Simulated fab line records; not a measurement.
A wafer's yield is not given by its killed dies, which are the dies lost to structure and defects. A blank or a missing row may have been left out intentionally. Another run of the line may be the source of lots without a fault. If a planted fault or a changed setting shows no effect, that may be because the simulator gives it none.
8D (eight disciplines) problem report, filled in by code | flow rit_cmos | the parts of the form that need people (team, actions taken, sign-off) are left out

## 1. WHAT IS WRONG
Wafers free of any fault read 401 nm (standard deviation 4.9) for CONTACT_TEOS_THK at RIT_CONTACT_THK_MEAS_01, against a mean of 561 nm on 3 wafers of 2 lots. Measured from the usual mean, that is +33 standard deviations.
Seen first at day 6 13:36 on film_metro-04, wafer L685.1. The record holds 42 wafers of 14 lots with a number at this step. Rule for "out", or "out of limits": more than 4 standard deviations from the usual mean. Any other wafer with a number is counted as sound.

## 2. WHAT THIS IS AND IS NOT
question                    | is                           | is not
which readings at this step | CONTACT_TEOS_THK             | -
which lots                  | L685, L686                   | L671, L672, L673, L674, L675, L677, L678, L680, L689, L691, L692, L693
which wafers of those lots  | L685.1, L686.3, L686.5       | L685.2, L685.3, L686.1
read on which gauges        | film_metro-02, film_metro-04 | -
when                        | from day 6 13:36             | up to then (26 sound wafers); but 13 sound wafers of L686, L689, L691, L692, L693 came after

## 3. WHAT RULES OUT EACH SUSPECT
Counting: if a tool at a process step up to the reading ran every lot that is out, it stays a suspect. Sound lots after the first of them don't rule it out here, since some wafers of a struck lot are sound.
- the gauge at RIT_CONTACT_THK_MEAS_01 is ruled out. 2 gauges (film_metro-02, film_metro-04) read the wafers that are out.
- pecvd-04 at RIT_CONTACT_CVD_00 (deposits SiO2 from TEOS, target thk 400 nm, time 61 s): kept. It processed each lot that is out (first: L685, day 6 13:33); up to then, its last sound lot is L678 (day 5 02:41).
- In pecvd-04 at RIT_CONTACT_CVD_00, the wafers that are out were processed in chamber 0 and their sound lot-mates in chambers 1, 2.
Remaining after the count: pecvd-04 at RIT_CONTACT_CVD_00.

## 4. THE CAUSE (what the simulator had put in)
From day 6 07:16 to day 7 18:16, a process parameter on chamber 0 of pecvd-04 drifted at RIT_CONTACT_CVD_00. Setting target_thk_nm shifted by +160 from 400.
After counting, this tool was the only one left.

## 5. THE EFFECT CHAIN, in route order
One row per reading whose mean, taken over the struck wafers that have a number, lies over 3 standard deviations from the usual. Scope: only readings with a usual standard deviation given in the record; hours: median across lots of the time from each lot's start at the first step in this table that gives one to its start at this step; sigmas: change in usual standard deviations.
hours | step                    | reading            | usual  | on struck wafers | change | sigmas
0     | RIT_CONTACT_THK_MEAS_01 | CONTACT_TEOS_THK   | 401 nm | 561              | +160   | +33
7     | RIT_M1_PROBE_99         | killed_at_contacts | 0.0    | 254.7            | +254.7 | +99 or more
7     | RIT_M1_PROBE_99         | killed_dies        | 7      | 264              | +257   | +83
7     | RIT_M1_PROBE_99         | killed_on_rim      | 1.8    | 70.0             | +68.2  | +52
It contains these process steps:
- RIT_M1_PROBE_99

## 6. HOW IT WOULD HAVE BEEN CAUGHT EARLIER
6 hours passed between the start of the fault at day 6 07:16 and the first reading out of limits at a measuring or inspecting step in this record, taken at day 6 13:36.
No tool reading at RIT_CONTACT_CVD_00 that has a usual standard deviation in the record was out on any struck wafer, so an alarm limit of 4 standard deviations on those readings would not have fired.
Among the 2 lots that are out, L686 began RIT_CONTACT_CVD_00 on pecvd-04 after day 6 13:36. A tool hold placed at that time would have kept it from harm.
